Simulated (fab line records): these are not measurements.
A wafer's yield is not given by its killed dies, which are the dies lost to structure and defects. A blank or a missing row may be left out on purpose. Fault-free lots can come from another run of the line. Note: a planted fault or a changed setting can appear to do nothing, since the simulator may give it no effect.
fab line records	flow berkeley_cmos170	part 1 of 2: steps 1 to 22 of 33
[record] lots = 5	wafers = 15	last_day = 13
route steps=331 shown NWELL@28 PWELL@34 WELLDRIVE@55 ACTIVE@60
lots that met no fault: from a run of the same line without faults
start_h: hours from the record's first day to the start of the lot's first wafer shown	wait_h: hours from the lot's prior step to this one	" as in the row above	L1.1+2: a row that stands for several wafers	- either no value or no given start	* or withheld: withheld	< > ~ a bound
route shown NAME@n: NAME is a module with steps in the file, n the number in the route of the first one	usual: mean/standard deviation taken from wafers without a fault	same: alike in all rows	chamber/n: place in a boat	sites: per-site readings	_std_site: the values' standard deviation	_edge_site: the outer-site mean with the inner-site mean subtracted	radius_mm: how far each site lies from the wafer's centre	mask NAME#n: copy n	behind: the tool/chamber that last shaped the wafer	hold: why the lot went on hold/how many hours it stayed there/how the hold came to an end	device: which transistor (n, p or np) failed to switch	end of line: tests of these same wafers at the route's end	where a step has no rows: the recipe by itself	killed: not the wafer's yield, but the dies lost to structure and defects at the first sort	map: the dies of a wafer, with x for killed, . for not killed, _ for no die there
set.NAME: the setting that was run; set.NAME@STEP: the one run at that earlier step	model.NAME: the simulator's own value behind a step, which no gauge read
lots seen at some steps along the route; tables by step, rows by wafer
services: from which hour (start_h, from the record's first day; less than 0 if before it) a tool's chamber was out of use, for how many hours, and why
[[steps]]
[step UCB170_NWELL_IMPLANT_14]
[recipe] species = P	dose_cm2 = 1e+13	energy_kev = 150	tilt_deg = 7
[usual] beam_energy_keV = 149.99/0.042	dose_ions_cm2 = 9.999e+12/1.1e+10
lot.wafer	tool	chamber	start_h	wait_h	beam_energy_keV	dose_ions_cm2
L078.1	implanter-04	0	60.00	0.1	150.01	9.999e+12
L078.3	"	0	"	"	149.98	9.99e+12
L078.4	"	0	"	"	150.01	1.0006e+13
L080.1	implanter-04	0	67.08	0.1	150.07	9.996e+12
L080.2	"	0	"	"	149.97	1.0004e+13
L080.3	"	0	"	"	149.99	1.0009e+13
L084.1	implanter-03	0	88.96	0.1	150.04	1.0007e+13
L084.5	"	0	"	"	149.98	9.997e+12
L084.6	"	0	"	"	149.97	1.0015e+13
L088.1	implanter-02	0	108.21	0.1	149.96	1.0014e+13
L088.3	"	0	"	"	150.04	9.989e+12
L088.4	"	0	"	"	149.97	9.99e+12
L097.2	implanter-04	0	152.16	0.1	150.02	9.997e+12
L097.4	"	0	"	"	150.05	9.986e+12
L097.6	"	0	"	"	149.96	1.0003e+13
[step UCB170_NWELL_STRIP_15]
[recipe] chemistry = O2	power_w = 400	pressure_mtorr = 3500	platen_temp_c = withheld	o2_flow_sccm = 400	overash_fraction = 0.5
[usual] chamber_pressure_mTorr = 3500/3.2	drypump_motor_current_A = 5.9/0.56	oes_product_au = 0.721/0.0046	strip_time_to_endpoint_s = 18.22/0.08
lot.wafer	tool	chamber	start_h	wait_h	chamber_pressure_mTorr	drypump_motor_current_A	oes_product_au	rf_hours_counter_h	strip_time_to_endpoint_s
L078.1	plasma_asher-02	1	60.15	0.1	3498	6.4	0.712	31	18.22
L078.3	"	1	"	"	3500	6.4	0.719	-	18.21
L078.4	"	0	"	"	3500	5.1	0.721	-	18.22
L080.1	plasma_asher-02	0	67.23	0.1	3500	5.1	0.721	32	18.25
L080.2	"	1	"	"	3505	6.4	0.720	32	18.22
L080.3	"	0	"	"	3508	5.1	0.719	-	18.17
L084.1	plasma_asher-02	0	89.11	0.1	3498	5.1	0.724	35	18.26
L084.5	"	1	"	"	3499	6.3	0.718	-	18.23
L084.6	"	0	"	"	3498	5.1	0.725	-	18.27
L088.1	plasma_asher-03	1	108.36	0.1	3505	5.7	0.723	31	18.14
L088.3	"	0	"	"	3496	6.7	0.717	-	18.21
L088.4	"	1	"	"	3502	5.7	0.723	-	18.17
L097.2	plasma_asher-03	0	152.29	0.1	3495	6.6	0.722	35	18.26
L097.4	"	0	"	"	3497	6.6	0.723	-	18.27
L097.6	"	1	"	"	3498	5.7	0.723	-	18.23
[step UCB170_NWELL_TW_MEAS_16]
[usual] NWELL_TW = 1240/14
lot.wafer	tool	chamber	start_h	wait_h	NWELL_TW
L078.1	film_metro-03	-	60.25	0.1	1223
L078.3	"	-	"	"	1219
L078.4	"	-	"	"	1220
L080.1	film_metro-04	-	67.33	0.1	1252
L080.2	"	-	"	"	1252
L080.3	"	-	"	"	1251
L084.1	film_metro-04	-	89.21	0.1	1254
L084.5	"	-	"	"	1259
L084.6	"	-	"	"	1254
L088.1	film_metro-02	-	108.46	0.1	1233
L088.3	"	-	"	"	1230
L088.4	"	-	"	"	1240
L097.2	film_metro-02	-	152.40	0.1	1246
L097.4	"	-	"	"	1237
L097.6	"	-	"	"	1242
[step UCB170_NWELL_CLEAN_17]
[recipe] chemistry = SPM	temp_c = 120	time_s = 600
[usual] temp_c = 120.01/0.11
[same] time_s = 600
lot.wafer	tool	chamber	start_h	wait_h	temp_c
L078.1	wet_bench-03	0	61.79	1.5	119.95
L078.3	"	0	"	"	120.10
L078.4	"	0	"	"	119.92
L080.1	wet_bench-03	1	67.39	0.1	120.02
L080.2	"	1	"	"	120.04
L080.3	"	1	"	"	120.05
L084.1	wet_bench-01	1	89.27	0.1	120.14
L084.5	"	1	"	"	120.15
L084.6	"	1	"	"	120.14
L088.1	wet_bench-04	2	108.52	0.1	119.99
L088.3	"	2	"	"	120.10
L088.4	"	2	"	"	119.93
L097.2	wet_bench-01	3	152.45	0.0	120.05
L097.4	"	3	"	"	119.82
L097.6	"	3	"	"	120.03
[step UCB170_NWELL_WET_ETCH_18]
[recipe] chemistry = H3PO4	target = Si3N4	temp_c = 160	time_s = 14400
[usual] temp_c = 159.98/0.13
[same] time_s = 14400
lot.wafer	tool	chamber	start_h	wait_h	temp_c
L078.1	wet_bench-03	2	61.97	0.0	160.03
L078.3	"	2	"	"	160.13
L078.4	"	2	"	"	160.17
L080.1	wet_bench-03	3	67.57	0.0	160.11
L080.2	"	3	"	"	160.03
L080.3	"	3	"	"	159.93
L084.1	wet_bench-03	1	89.46	0.0	159.96
L084.5	"	1	"	"	160.09
L084.6	"	1	"	"	159.98
L088.1	wet_bench-01	3	108.69	0.0	160.00
L088.3	"	3	"	"	160.10
L088.4	"	3	"	"	160.16
L097.2	wet_bench-01	2	152.62	0.0	160.16
L097.4	"	2	"	"	159.78
L097.6	"	2	"	"	159.96
[step UCB170_NWELL_WET_ETCH_19]
[recipe] chemistry = BOE	dilution = 5:1	target = SiO2	temp_c = 25	time_s = 22
[usual] temp_c = 24.99/0.11
[same] time_s = 22
lot.wafer	tool	chamber	start_h	wait_h	temp_c
L078.1	wet_bench-04	1	65.98	0.0	24.96
L078.3	"	1	"	"	25.02
L078.4	"	1	"	"	24.89
L080.1	wet_bench-03	3	71.58	0.0	25.06
L080.2	"	3	"	"	24.84
L080.3	"	3	"	"	24.97
L084.1	wet_bench-04	1	93.76	0.3	25.10
L084.5	"	1	"	"	25.15
L084.6	"	1	"	"	25.09
L088.1	wet_bench-03	3	113.06	0.0	25.04
L088.3	"	3	"	"	25.02
L088.4	"	3	"	"	25.16
L097.2	wet_bench-01	0	156.82	0.2	24.85
L097.4	"	0	"	"	24.94
L097.6	"	0	"	"	25.16
[step UCB170_PWELL_CLEAN_00]
[recipe] chemistry = SPM	temp_c = 120	time_s = 600
[usual] temp_c = 120.05/0.15
[same] time_s = 600
lot.wafer	tool	chamber	start_h	wait_h	temp_c
L078.1	wet_bench-03	3	65.99	0.0	120.10
L078.3	"	3	"	"	120.18
L078.4	"	3	"	"	120.15
L080.1	wet_bench-03	1	71.59	0.0	120.26
L080.2	"	1	"	"	120.18
L080.3	"	1	"	"	120.15
L084.1	wet_bench-04	0	93.78	0.0	120.15
L084.5	"	0	"	"	120.05
L084.6	"	0	"	"	119.75
L088.1	wet_bench-01	1	113.08	0.0	119.86
L088.3	"	1	"	"	119.83
L088.4	"	1	"	"	119.89
L097.2	wet_bench-04	2	156.95	0.1	120.15
L097.4	"	2	"	"	120.19
L097.6	"	2	"	"	119.97
[step UCB170_PWELL_CLEAN_01]
[recipe] chemistry = dHF	dilution = 25:1	time_s = 60
[same] time_s = 60
lot.wafer	tool	chamber	start_h	wait_h
L078.1+3+4	wet_bench-04	1	66.17	0.0
L080.1+2+3	wet_bench-03	1	71.77	0.0
L084.1+5+6	wet_bench-04	3	93.95	0.0
L088.1+3+4	wet_bench-03	1	113.27	0.0
L097.2+4+6	wet_bench-04	1	157.33	0.0
[step UCB170_PWELL_OXIDATION_02]
[recipe] temp_c = 1000	ambient = O2	target_thk_a = 264	ox_time_s = 1260
[usual] spike_tc_load_C = 1025.3/3	zone_power_centre_pct = 51/3.6
lot.wafer	tool	chamber	start_h	wait_h	spike_tc_load_C	zone_power_centre_pct
L078.1	furnace-04	0	72.12	5.9	1020.9	57
L078.3	"	0	"	"	1020.9	59
L078.4	"	0	"	"	1024.0	58
L080.1	furnace-04	0	72.12	0.3	1023.1	58
L080.2	"	0	"	"	1022.9	57
L080.3	"	0	"	"	1020.8	58
L084.1	furnace-01	0	97.64	3.7	1028.2	52
L084.5	"	0	"	"	1027.9	51
L084.6	"	0	"	"	1028.6	51
L088.1	furnace-02	0	118.31	5.0	1022.7	47
L088.3	"	0	"	"	1021.6	46
L088.4	"	0	"	"	1024.0	46
L097.2	furnace-01	0	162.32	4.9	1028.0	52
L097.4	"	0	"	"	1028.7	51
L097.6	"	0	"	"	1026.9	52
[step UCB170_PWELL_THK_MEAS_03]
[recipe] reads = SiO2_of_PWELL_OXIDATION_02
[usual] PWELL_OXIDE_THK = 26.4/0.57
lot.wafer	tool	chamber	start_h	wait_h	PWELL_OXIDE_THK[nm]
L078.1	film_metro-02	-	73.47	0.0	27.6
L078.3	"	-	"	"	27.4
L078.4	"	-	"	"	27.3
L080.1	film_metro-01	-	73.47	0.0	26.2
L080.2	"	-	"	"	26.9
L080.3	"	-	"	"	26.5
L084.1	film_metro-02	-	98.99	0.0	26.3
L084.5	"	-	"	"	25.8
L084.6	"	-	"	"	25.9
L088.1	film_metro-02	-	119.66	0.0	26.1
L088.3	"	-	"	"	26.2
L088.4	"	-	"	"	25.7
L097.2	film_metro-02	-	163.68	0.0	26.3
L097.4	"	-	"	"	26.0
L097.6	"	-	"	"	26.3
[step UCB170_PWELL_ANNEAL_04]
[recipe] temp_c = 1000	time_s = 900	ambient = N2
[usual] spike_tc_load_C = 1024/3.2	zone_power_centre_pct = 53/4.6
[same] time_s = 900
lot.wafer	tool	chamber	start_h	wait_h	spike_tc_load_C	zone_power_centre_pct
L078.1	furnace-04	0	78.97	5.5	1021	57
L078.3	"	0	"	"	1022	57
L078.4	"	0	"	"	1022	58
L080.1	furnace-04	0	78.97	5.5	1020	58
L080.2	"	0	"	"	1022	57
L080.3	"	0	"	"	1022	57
L084.1	furnace-01	0	104.91	5.9	1028	51
L084.5	"	0	"	"	1029	51
L084.6	"	0	"	"	1029	52
L088.1	furnace-04	0	125.72	6.0	1022	60
L088.3	"	0	"	"	1021	58
L088.4	"	0	"	"	1020	58
L097.2	furnace-02	0	171.88	8.2	1023	46
L097.4	"	0	"	"	1023	47
L097.6	"	0	"	"	1023	46
[step UCB170_PWELL_CVD_05]
[recipe] material = Si3N4	target_thk_nm = 220	temp_c = 800	precursor = SiH2Cl2/NH3	time_s = 3168	pressure_mtorr = 200	sih2cl2_flow_sccm = 25	nh3_flow_sccm = 75
[usual] sih2cl2_flow_sccm = 24.99/0.077	spike_tc_load_C = 824/3.8	zone_power_centre_pct = 35.3/2.9
[same] time_s = 3168
lot.wafer	tool	chamber	start_h	wait_h	sih2cl2_flow_sccm	spike_tc_load_C	zone_power_centre_pct
L078.1	lpcvd-02	0	80.22	0.0	24.92	824	32.8
L078.3	"	0	"	"	24.95	825	32.3
L078.4	"	0	"	"	25.00	824	32.5
L080.1	lpcvd-02	0	80.22	0.0	24.99	824	32.8
L080.2	"	0	"	"	24.94	825	32.6
L080.3	"	0	"	"	24.87	824	33.0
L084.1	lpcvd-02	0	106.16	0.0	24.97	825	32.8
L084.5	"	0	"	"	24.92	823	33.0
L084.6	"	0	"	"	24.94	825	32.6
L088.1	lpcvd-01	0	131.63	4.7	24.97	822	34.8
L088.3	"	0	"	"	24.91	821	34.9
L088.4	"	0	"	"	25.00	820	34.9
L097.2	lpcvd-01	0	173.13	0.0	24.94	820	35.0
L097.4	"	0	"	"	24.88	820	35.3
L097.6	"	0	"	"	25.01	819	35.1
[step UCB170_PWELL_THK_MEAS_06]
[recipe] reads = Si3N4_of_PWELL_CVD_05
[usual] PWELL_NITRIDE_THK = 211.5/2.1
lot.wafer	tool	chamber	start_h	wait_h	PWELL_NITRIDE_THK[nm]
L078.1	film_metro-01	-	82.13	0.0	208.2
L078.3	"	-	"	"	211.4
L078.4	"	-	"	"	209.8
L080.1	film_metro-04	-	82.13	0.0	212.4
L080.2	"	-	"	"	212.4
L080.3	"	-	"	"	211.9
L084.1	film_metro-01	-	108.07	0.0	214.6
L084.5	"	-	"	"	212.2
L084.6	"	-	"	"	213.3
L088.1	film_metro-02	-	133.54	0.0	211.4
L088.3	"	-	"	"	211.0
L088.4	"	-	"	"	211.6
L097.2	film_metro-01	-	175.06	0.0	210.8
L097.4	"	-	"	"	212.0
L097.6	"	-	"	"	210.8
[step UCB170_PWELL_HMDS_07]
[recipe] prime_time_s = 60	prime_temp_c = 100
[usual] exhaust_pa = 45.0/0.87
lot.wafer	tool	chamber	start_h	wait_h	exhaust_pa
L078.1	litho_track-01	0	82.39	0.2	45.7
L078.3	"	0	"	"	45.8
L078.4	"	0	"	"	44.1
L080.1	litho_track-02	0	82.41	0.3	45.6
L080.2	"	0	"	"	47.1
L080.3	"	0	"	"	45.9
L084.1	litho_track-01	0	108.13	0.1	44.8
L084.5	"	0	"	"	43.2
L084.6	"	0	"	"	44.1
L088.1	litho_track-03	0	133.81	0.3	44.5
L088.3	"	0	"	"	44.8
L088.4	"	0	"	"	44.0
L097.2	litho_track-03	0	175.18	0.1	44.1
L097.4	"	0	"	"	44.4
L097.6	"	0	"	"	44.6
[step UCB170_PWELL_COAT_08]
[recipe] resist = KrF	spin_rpm = 1500	resist_thk_nm = 900
[usual] dispense_pressure_kPa = 51.0/0.36	exhaust_pa = 45.1/0.8
lot.wafer	tool	chamber	start_h	wait_h	dispense_pressure_kPa	exhaust_pa
L078.1	litho_track-01	0	82.54	0.1	51.4	45.8
L078.3	"	0	"	"	51.4	45.7
L078.4	"	0	"	"	51.4	44.8
L080.1	litho_track-02	0	82.56	0.1	50.7	44.9
L080.2	"	0	"	"	50.7	45.3
L080.3	"	0	"	"	50.7	45.1
L084.1	litho_track-01	0	108.28	0.1	51.3	44.4
L084.5	"	0	"	"	51.4	44.3
L084.6	"	0	"	"	51.4	45.4
L088.1	litho_track-03	0	133.96	0.1	50.6	45.8
L088.3	"	0	"	"	50.6	46.2
L088.4	"	0	"	"	50.7	45.3
L097.2	litho_track-03	0	175.33	0.1	50.7	44.8
L097.4	"	0	"	"	50.7	45.7
L097.6	"	0	"	"	50.7	44.9
[step UCB170_PWELL_SOFTBAKE_09]
[recipe] resist = KrF	temp_c = 130	time_s = 60
[usual] exhaust_pa = 45.0/0.86
[same] time_s = 60
lot.wafer	tool	chamber	start_h	wait_h	exhaust_pa
L078.1	litho_track-01	0	82.69	0.1	44.9
L078.3	"	0	"	"	44.8
L078.4	"	0	"	"	44.2
L080.1	litho_track-02	0	82.71	0.1	45.7
L080.2	"	0	"	"	47.0
L080.3	"	0	"	"	44.8
L084.1	litho_track-01	0	108.43	0.1	45.2
L084.5	"	0	"	"	44.7
L084.6	"	0	"	"	43.7
L088.1	litho_track-03	0	134.11	0.1	44.9
L088.3	"	0	"	"	45.3
L088.4	"	0	"	"	45.1
L097.2	litho_track-03	0	175.48	0.1	45.2
L097.4	"	0	"	"	46.1
L097.6	"	0	"	"	45.1
[step UCB170_PWELL_EXPOSE_10]
[recipe] mask_id = PWELL	target_cd_nm = 3000	na = 0.5	sigma_outer = 0.6	source_shape = conventional	dose_mj = 19
lot.wafer	tool	chamber	start_h	wait_h	mask
L078.1+3+4	krf_scanner-01	0	82.97	0.2	PWELL#0
L080.1+2+3	krf_scanner-02	0	83.21	0.5	PWELL#0
L084.1+5+6	krf_scanner-01	0	108.58	0.1	PWELL#0
L088.1+3+4	krf_scanner-01	0	134.39	0.2	PWELL#0
L097.2+4+6	krf_scanner-01	0	175.69	0.2	PWELL#0
[step UCB170_PWELL_PEB_11]
[recipe] peb_temp_c = 130	peb_time_s = withheld	resist = KrF
[usual] exhaust_pa = 45.0/0.93
lot.wafer	tool	chamber	start_h	wait_h	exhaust_pa
L078.1	litho_track-02	0	83.13	0.1	45.2
L078.3	"	0	"	"	45.2
L078.4	"	0	"	"	46.0
L080.1	litho_track-03	0	83.33	0.1	45.8
L080.2	"	0	"	"	43.6
L080.3	"	0	"	"	44.8
L084.1	litho_track-03	0	109.06	0.5	44.9
L084.5	"	0	"	"	44.3
L084.6	"	0	"	"	45.6
L088.1	litho_track-02	0	134.71	0.3	44.0
L088.3	"	0	"	"	43.4
L088.4	"	0	"	"	43.0
L097.2	litho_track-01	0	175.82	0.1	43.9
L097.4	"	0	"	"	44.1
L097.6	"	0	"	"	46.2
[step UCB170_PWELL_DEVELOP_12]
[recipe] developer = TMAH	develop_time_s = 45	resist = KrF	dev_temp_c = 21
[usual] exhaust_pa = 44.9/0.81
lot.wafer	tool	chamber	start_h	wait_h	exhaust_pa
L078.1	litho_track-02	0	-	-	44.7
L078.3	"	0	"	"	44.7
L078.4	"	0	"	"	43.4
L080.1	litho_track-03	0	-	-	45.1
L080.2	"	0	"	"	45.6
L080.3	"	0	"	"	44.2
L084.1	litho_track-03	0	-	-	45.2
L084.5	"	0	"	"	45.1
L084.6	"	0	"	"	45.9
L088.1	litho_track-02	0	-	-	45.8
L088.3	"	0	"	"	43.7
L088.4	"	0	"	"	44.9
L097.2	litho_track-01	0	-	-	45.4
L097.4	"	0	"	"	44.7
L097.6	"	0	"	"	44.5
[step UCB170_PWELL_OVL_MEAS_13]
[usual] PWELL_OVL = 3/5
lot.wafer	tool	chamber	start_h	wait_h	PWELL_OVL[nm]
L078.1	overlay-01	-	83.41	-	2
L078.3	"	-	"	"	7
L078.4	"	-	"	"	10
L080.1	overlay-02	-	83.60	-	-6
L080.2	"	-	"	"	-7
L080.3	"	-	"	"	-9
L084.1	overlay-02	-	109.33	-	4
L084.5	"	-	"	"	2
L084.6	"	-	"	"	-5
L088.1	overlay-01	-	134.99	-	5
L088.3	"	-	"	"	2
L088.4	"	-	"	"	3
L097.2	overlay-02	-	176.07	-	3
L097.4	"	-	"	"	4
L097.6	"	-	"	"	8
[step UCB170_PWELL_ETCH_14]
[recipe] chemistry = CH3F/Ar/O2	target = Si3N4	stop_on = SiO2	CH3F_flow_sccm = 20	Ar_flow_sccm = 50	O2_flow_sccm = 7	pressure_mtorr = 50	rf_w = 450	target_depth_a = 2420	over_etch_frac = 0.1	time_s = 151
[usual] CH3F_flow_sccm = 19.99/0.057	chamber_pressure_mTorr = 50.00/0.049	drypump_motor_current_A = 5.9/0.47	mfc_ar_sccm = 50.02/0.15	oes_product_au = 0.915/0.014	throttle_valve_pct = 8.02/0.12
[same] time_s = 151
lot.wafer	tool	chamber	start_h	wait_h	CH3F_flow_sccm	chamber_pressure_mTorr	drypump_motor_current_A	mfc_ar_sccm	oes_product_au	rf_hours_counter_h	throttle_valve_pct
L078.1	rie_diel-02	0	83.45	0.0	20.01	49.91	6.3	50.14	0.905	0	7.95
L078.3	"	1	"	"	20.05	50.00	6.2	50.07	0.936	42	7.97
L078.4	"	3	"	"	19.99	49.94	6.4	49.92	0.912	100	8.17
L080.1	rie_diel-03	2	83.64	0.0	20.01	50.01	6.2	50.01	0.903	123	8.02
L080.2	"	0	"	"	19.98	49.97	5.3	50.28	0.892	8	8.09
L080.3	"	1	"	"	19.95	49.95	5.9	49.91	0.909	80	7.94
L084.1	rie_diel-02	3	109.37	0.0	19.91	50.00	6.4	50.01	0.929	101	8.16
L084.5	"	1	"	"	20.10	50.00	6.2	50.29	0.934	-	7.95
L084.6	"	2	"	"	20.00	49.99	5.9	49.96	0.927	-	7.76
L088.1	rie_diel-03	2	135.02	0.0	20.05	49.99	6.2	49.73	0.901	126	8.04
L088.3	"	3	"	"	20.01	49.97	5.5	49.88	0.941	8	8.02
L088.4	"	0	"	"	19.90	50.01	5.2	50.22	0.901	10	8.08
L097.2	rie_diel-04	3	176.10	0.0	20.07	49.95	5.6	50.01	0.893	2	8.22
L097.4	"	1	"	"	20.03	49.97	5.8	50.05	0.920	115	8.24
L097.6	"	3	"	"	20.00	50.05	5.5	49.98	0.896	-	8.22
[step UCB170_PWELL_IMPLANT_15]
[recipe] species = B	dose_cm2 = 5e+12	energy_kev = 60	tilt_deg = 7
[usual] beam_energy_keV = 60.003/0.017	dose_ions_cm2 = 5.001e+12/5.1e+09
lot.wafer	tool	chamber	start_h	wait_h	beam_energy_keV	dose_ions_cm2
L078.1	implanter-04	0	83.55	0.1	59.965	4.996e+12
L078.3	"	0	"	"	59.996	4.996e+12
L078.4	"	0	"	"	59.987	5.002e+12
L080.1	implanter-02	0	83.74	0.1	60.010	5e+12
L080.2	"	0	"	"	60.012	5.001e+12
L080.3	"	0	"	"	60.020	5.003e+12
L084.1	implanter-02	0	109.47	0.1	60.011	5e+12
L084.5	"	0	"	"	60.036	5.003e+12
L084.6	"	0	"	"	60.025	5.006e+12
L088.1	implanter-01	0	135.13	0.1	60.005	4.999e+12
L088.3	"	0	"	"	60.017	5.001e+12
L088.4	"	0	"	"	60.019	5.003e+12
L097.2	implanter-02	0	176.23	0.1	60.005	4.994e+12
L097.4	"	0	"	"	59.971	4.996e+12
L097.6	"	0	"	"	60.000	4.998e+12
